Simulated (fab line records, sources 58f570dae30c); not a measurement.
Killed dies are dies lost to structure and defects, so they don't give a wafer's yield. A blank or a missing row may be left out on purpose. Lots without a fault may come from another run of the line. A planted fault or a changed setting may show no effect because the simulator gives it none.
One fault seen from 2 desks | flow berkeley_cmos170 | each desk has only its own numbers; what lay behind them comes last

THE TOOL OWNER'S DESK: rie_metal-03
The tool's own readings at UCB170_M1_METAL_ETCH_12 (etches Al in Cl2/BCl3, stops on PSG, target depth 780 nm, time 130 s): means of the sampled wafers that have a number, for each lot that ran on this tool. A lot is out of limits, marked OUT, if its mean lies more than 4 standard deviations from the usual mean; the brackets give that distance.
Columns: A = bias_w at UCB170_M1_METAL_ETCH_12, usual 119.9 W; B = drypump_motor_current_A at UCB170_M1_METAL_ETCH_12, usual 5.6 A; C = oes_product_au at UCB170_M1_METAL_ETCH_12, usual 0.846 a.u.; D = throttle_valve_pct at UCB170_M1_METAL_ETCH_12, usual 24.44 %
lot  | first seen here | A               | B   | C     | D
L710 | day 8 00:28     | 120.0           | 5.4 | 0.849 | 24.31
L716 | day 8 21:34     | 126.1 (+17) OUT | 5.4 | 0.852 | 24.44
L719 | day 9 18:43     | 129.6 (+27) OUT | 5.4 | 0.860 | 24.57
This desk's finding: out of limits on L716, L719; first on L716, day 8 21:34 (bias_w at UCB170_M1_METAL_ETCH_12). In limits: L710.

THE METROLOGY DESK
What the gauges read, lot by lot, whatever tool the lot ran on: means of the sampled wafers that have a number. A lot is out of limits, marked OUT, if its mean lies more than 4 standard deviations from the usual mean; the brackets give that distance.
Columns: A = NSD_TW at UCB170_NSD_TW_MEAS_10, usual 4196; B = cd_nm at UCB170_V1_CD_MEAS_12, usual 699.8 nm
lot  | first seen here | A    | B
L708 | day 7 14:50     | 4209 | 700.5
L711 | day 7 14:59     | 4191 | 698.1
L710 | day 7 15:22     | 4226 | 699.8
L709 | day 7 15:29     | 4179 | 699.8
L716 | day 8 04:14     | 4133 | 699.6
L718 | day 9 06:18     | 4199 | 700.7
L719 | day 9 10:56     | 4192 | 700.9
L724 | day 9 22:51     | 4214 | 702.2
L721 | day 9 22:58     | 4164 | 699.9
L722 | day 10 06:32    | 4157 | 699.3
L730 | day 11 07:51    | 4147 | 697.9
L726 | day 11 07:56    | 4231 | 700.1
L727 | day 11 09:01    | 4207 | 697.2
L728 | day 11 09:04    | 4154 | 698.2
This desk's finding: nothing out of limits on any of the 14 lots.

PUT TOGETHER
The tool owner's desk could have raised an alarm at day 8 21:34, on L716, L719.
The metrology desk saw nothing out of limits.
The metrology desk has L716, L719 on record, within its limits.
Of the lots named, all ran UCB170_M1_METAL_ETCH_12 on rie_metal-03.

WHAT THE SIMULATOR HAD PUT IN
Process parameter drift: rie_metal-03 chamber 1, from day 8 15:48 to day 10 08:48, at UCB170_M1_METAL_ETCH_12. Setting bias_w, moved by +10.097, from 120. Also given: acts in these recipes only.
Lots struck among those shown: L716, L719.
Hours from the fault's start to each desk's first reading out of limits: the tool owner's desk, 6.
